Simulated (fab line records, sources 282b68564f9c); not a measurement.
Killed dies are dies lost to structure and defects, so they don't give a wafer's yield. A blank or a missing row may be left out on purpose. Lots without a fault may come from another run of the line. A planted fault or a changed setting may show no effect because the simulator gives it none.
Which tool did it? | flow rit_cmos | 7 lots, 21 wafers sampled, at 2 steps of a route of 202

WHAT THE GAUGES READ, wafer by wafer
RIT_GATE_THK_MEAS_07.
lot  | measured    | on            | GATE_OXIDE_THK (nm)
L727 | day 3 02:23 | film_metro-02 | 2.97 3.09 3.00
L730 | day 3 18:05 | film_metro-01 | 2.99 3.02 3.05
L732 | day 4 05:55 | film_metro-02 | 2.92 3.00 3.03
L734 | day 4 15:24 | film_metro-03 | 3.12 3.08 3.09
L739 | day 5 13:49 | film_metro-03 | 3.13 3.13 3.07
L742 | day 6 07:57 | film_metro-03 | 2.96 2.93 2.95
L746 | day 7 03:26 | film_metro-03 | 3.02 2.92 2.99

WHICH TOOL RAN EACH LOT (tool, then ch and the chambers of the sampled wafers, then the start)
lot  | RIT_GATE_OXIDATION_05
L727 | furnace-01 ch 0, day 3 00:13
L730 | furnace-01 ch 0, day 3 16:44
L732 | furnace-04 ch 0, day 4 02:46
L734 | furnace-04 ch 0, day 4 12:13
L739 | furnace-04 ch 0, day 5 12:29
L742 | furnace-04 ch 0, day 6 04:41
L746 | furnace-04 ch 0, day 7 00:18
- RIT_GATE_OXIDATION_05: target thk 3 nm, ox time 270 s.

THE ANSWER, worked out from the rows above alone
Rule: what is usual is taken from the lots themselves. Put in order of their means at a reading, lots are off if they are a third of the lots or fewer, leave a main group of 4 or more, and stand apart from it by a gap of 3 or more times the standard deviation of the main group's means; of several such gaps the widest counts. A main group whose means are all the same, to the digits that the tables above print for the reading, isn't used. A lot without any number at a reading at which 4 lots or more have one is off too. The other lots that the step has rows for count as sound.
No lot is off at any reading shown: from this, nothing can be told.

WHAT THE SIMULATOR HAD PUT IN
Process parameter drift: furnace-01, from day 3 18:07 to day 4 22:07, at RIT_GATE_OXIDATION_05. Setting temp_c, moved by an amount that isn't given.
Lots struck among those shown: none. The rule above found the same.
